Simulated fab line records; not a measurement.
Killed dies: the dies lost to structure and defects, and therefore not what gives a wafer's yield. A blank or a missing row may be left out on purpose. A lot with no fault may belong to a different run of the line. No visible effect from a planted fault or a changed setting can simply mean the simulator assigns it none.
The tool behind it: which one? -- flow rit cmos -- 42 wafers from 14 lots sampled at 2 of the route's 202 steps

WHAT THE GAUGES READ, wafer by wafer
RIT_ACTIVE_THK_MEAS_02. Usual: ACTIVE_OXIDE_THK typically reads 47.0 nm, with standard deviation 0.93.
lot,measured,on,ACTIVE_OXIDE_THK (nm),flag
L668,day 1 17:40,film metro-04,48.1 47.8 47.7,
L670,day 2 03:59,film metro-04,48.8 48.6 48.5,
L671,day 2 08:28,film metro-03,47.2 47.0 47.2,
L672,day 2 13:12,film metro-04,47.9 47.7 47.7,
L673,day 2 18:03,film metro-02,58.2 58.7 59.2,OFF
L674,day 2 23:04,film metro-02,59.8 59.6 60.3,OFF
L676,day 3 11:35,film metro-04,46.7 46.1 45.8,
L684,day 5 01:24,film metro-02,45.8 46.0 45.5,
L685,day 5 06:23,film metro-03,47.4 46.3 47.2,
L686,day 5 11:41,film metro-02,48.1 47.9 48.1,
L687,day 5 16:08,film metro-04,47.2 46.8 46.5,
L688,day 5 22:32,film metro-04,45.8 44.5 45.7,
L689,day 6 03:18,film metro-03,45.7 45.3 44.9,
L690,day 6 07:03,film metro-04,46.7 47.0 47.0,

EACH LOT AND THE TOOL THAT RAN IT (in order: tool; ch and the chambers of the sampled wafers; start)
lot,RIT_ACTIVE_OXIDATION_01
L668,"furnace-03 ch 0, day 1 15:43"
L670,"furnace-04 ch 0, day 2 02:02"
L671,"furnace-04 ch 0, day 2 06:31"
L672,"furnace-04 ch 0, day 2 11:16"
L673,"furnace-04 ch 0, day 2 16:07"
L674,"furnace-04 ch 0, day 2 21:07"
L676,"furnace-03 ch 0, day 3 09:39"
L684,"furnace-03 ch 0, day 4 23:28"
L685,"furnace-03 ch 0, day 5 04:27"
L686,"furnace-04 ch 0, day 5 09:44"
L687,"furnace-03 ch 0, day 5 14:12"
L688,"furnace-03 ch 0, day 5 20:37"
L689,"furnace-03 ch 0, day 6 01:22"
L690,"furnace-01 ch 0, day 6 05:07"
- RIT_ACTIVE_OXIDATION_01: target thk 46.8 nm, ox time 3360 s.

WHAT THE TOOLS THEMSELVES READ (means of the sampled wafers that have a number; where no wafer has one, the mark that the record gives instead)
RIT_ACTIVE_OXIDATION_01. Usual: for spike tc centre C, 1001.8 C with a standard deviation of 2; for spike tc load C, 1029.0 C with a standard deviation of 2.6; for spike tc source C, 1021.7 C with a standard deviation of 1.5; for tube center temp C, 1000 C with a standard deviation of 0.099; for tube_center_temp_C_max, 1002.5 with a standard deviation of 0.39; for zone power centre pct, 44 % with a standard deviation of 4.7; for zone power load pct, 33.8 % with a standard deviation of 0.53.
lot,tool,spike tc centre C (C),spike tc load C (C),spike tc source C (C),tube center temp C (C),tube_center_temp_C_max,zone power centre pct (%),zone power load pct (%),flag
L668,furnace-03,1000.2,1032.1,1020.3,1000,1002.2,47,33.9,
L670,furnace-04,1003.6,1026.8,1022.6,1000,1002.6,38,33.7,
L671,furnace-04,1004.5,1027.3,1022.2,1000,1002.7,38,33.8,
L672,furnace-04,1004.3,1027.0,1022.6,1000,1002.3,38,33.7,
L673,furnace-04,1029.3,1053.1,1048.0,1025,1027.4,40,36.0,OFF
L674,furnace-04,1029.0,1052.5,1047.7,1025,1027.5,39,36.1,OFF
L676,furnace-03,999.9,1031.1,1020.3,1000,1002.2,47,34.0,
L684,furnace-03,1000.1,1030.7,1020.6,1000,1002.8,47,34.4,
L685,furnace-03,1000.9,1031.4,1022.4,1000,1002.4,47,34.0,
L686,furnace-04,1003.6,1025.7,1022.4,1000,1002.5,38,33.9,
L687,furnace-03,999.2,1030.9,1020.3,1000,1002.4,47,33.9,
L688,furnace-03,1000.0,1032.2,1020.6,1000,1002.4,47,34.1,
L689,furnace-03,999.7,1031.6,1020.4,1000,1002.4,46,34.2,
L690,furnace-01,1002.6,1026.6,1023.7,1000,1002.6,52,32.7,

THE ANSWER, worked out from the rows above alone
Rule: a lot counts as off when the mean over its wafers that have a number is more than 3 standard deviations away from the usual mean. Also off: a lot with no number at a reading for which 4 or more lots have one. Where the step has rows for the other lots, those lots are counted as sound. First the gauges in route order, then the tools' own readings, where a lot's mean is used as printed above. The first step at which some lot is off is used, and at that step the reading that is off furthest; a lot without a number counts as furthest.
Off: at RIT_ACTIVE_THK_MEAS_02 (ACTIVE_OXIDE_THK), L673, L674.
If a tool, at a process step before that reading, ran all the lots that are off and no sound lot after the first of them, it fits. Not tried: the gauges at RIT_ACTIVE_THK_MEAS_02; whatever is off there is also off at RIT_ACTIVE_OXIDATION_01, on other tools, and gauge error can't account for it. Of those tried, none fits.

WHAT WAS PUT IN BY THE SIMULATOR
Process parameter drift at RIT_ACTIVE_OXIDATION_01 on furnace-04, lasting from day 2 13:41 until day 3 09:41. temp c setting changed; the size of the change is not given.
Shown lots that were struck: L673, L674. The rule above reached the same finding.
